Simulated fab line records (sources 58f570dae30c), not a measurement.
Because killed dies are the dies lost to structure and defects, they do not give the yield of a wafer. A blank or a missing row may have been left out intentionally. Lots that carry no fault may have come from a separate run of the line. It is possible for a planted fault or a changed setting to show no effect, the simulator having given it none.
8D (eight disciplines) problem report, filled in by code | flow berkeley-cmos170 | the parts of the form that need people (team, actions taken, sign-off) are left out

== 1. WHAT WENT WRONG ==
Mean GATE_OXIDE_THK at UCB170_GATE_THK_MEAS_02: 0.89 nm over 9 wafers in 3 lots; fault-free wafers: 6.51 nm, standard deviation 0.13. That puts it -43 standard deviations away from the usual mean.
First seen on wafer L419.1, day 7 20:18, on film-metro-03. At this step, 45 wafers from 15 lots have a number in the record. The rule behind "out" and "out of limits": a value lying over 4 standard deviations away from the usual mean. The rest of the wafers with a number are treated as sound.

== 2. WHAT IT IS; WHAT IT IS NOT ==
question                    | is                           | is not
which readings at this step | GATE_OXIDE_THK               | -
which lots                  | L419, L420, L421             | L409, L410, L411, L413, L414, L415, L416, L418, L427, L428, L429, L432
which wafers of those lots  | all that have a number       | -
read on which gauges        | film-metro-02, film-metro-03 | film-metro-04
when                        | from day 7 20:18             | up to then (24 sound wafers); but 12 sound wafers of L427, L428, L429, L432 came after

== 3. SUSPECTS, AND WHAT RULES EACH OUT ==
Counting: any tool at a process step up to the reading is kept as a suspect provided that every lot that is out went through it and no sound lot did after the first of them.
- the gauge at UCB170_GATE_THK_MEAS_02 is ruled out. The wafers that are out were read on 2 gauges (film-metro-02, film-metro-03).
- furnace-04 at UCB170_GATE_OXIDATION_01 (target thk 6.6 nm, ox time 1800 s): kept. It processed each lot that is out, first L419 at day 7 18:48, and no sound lot thereafter; up to then, the last sound lot it processed was L415 at day 7 10:16. Out on those wafers are its own readings of spike-tc-centre-C, spike-tc-load-C, spike-tc-source-C, tube-center-temp-C, tube_center_temp_C_max.
After counting, what remains is furnace-04 at UCB170_GATE_OXIDATION_01.

== 4. THE CAUSE (what the simulator had put in) ==
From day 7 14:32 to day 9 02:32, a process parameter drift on furnace-04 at UCB170_GATE_OXIDATION_01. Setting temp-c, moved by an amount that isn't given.
Only this tool survived the counting.

== 5. THE EFFECT CHAIN, in route order ==
Each row: a reading where the mean over the struck wafers with a number is more than 3 standard deviations away from the usual. Only readings whose record carries a usual standard deviation are examined. hours: median over the lots of the time between each lot's start at the first step of this table that gives one and its start at this step. sigmas: the change, counted in usual standard deviations.
hours | step                     | reading                | usual   | on struck wafers | change | sigmas
0     | UCB170_GATE_OXIDATION_01 | spike-tc-centre-C      | 852.7 C | 727.8            | -124.9 | -99 or more
0     | UCB170_GATE_OXIDATION_01 | spike-tc-load-C        | 874.8 C | 750.4            | -124.4 | -43
0     | UCB170_GATE_OXIDATION_01 | spike-tc-source-C      | 873.6 C | 749.0            | -124.6 | -50
0     | UCB170_GATE_OXIDATION_01 | tube-center-temp-C     | 850 C   | 725              | -125   | -99 or more
0     | UCB170_GATE_OXIDATION_01 | tube_center_temp_C_max | 852.2   | 727.3            | -124.9 | -99 or more
0     | UCB170_GATE_OXIDATION_01 | zone-power-centre-pct  | 38.9 %  | 31.4             | -7.5   | -3.7
2     | UCB170_GATE_THK_MEAS_02  | GATE_OXIDE_THK         | 6.51 nm | 0.89             | -5.62  | -43
It contains these process steps:
- UCB170_GATE_OXIDATION_01: target thk 6.6 nm, ox time 1800 s.
Later measuring or inspecting steps at which every struck wafer that the step has a row for has a number for every such reading, and none has moved that far: UCB170_PLDD_OVL_MEAS_07, UCB170_CONTACT_CD_MEAS_15.

== 6. HOW IT WOULD HAVE BEEN CAUGHT EARLIER ==
Counted from the fault's start at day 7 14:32, it took 6 hours until the first out-of-limits reading at a measuring or inspecting step in this record, taken at day 7 20:18.
Tool's own readings at UCB170_GATE_OXIDATION_01, spike-tc-centre-C, spike-tc-load-C, spike-tc-source-C, tube-center-temp-C, tube_center_temp_C_max: out on all struck wafers the step has rows for; an alarm limit on them would have tripped on the first.
Of the lots that are out (3), L420, L421 began UCB170_GATE_OXIDATION_01 on furnace-04 after day 7 20:18. A hold on the tool at that time would have spared those 2.
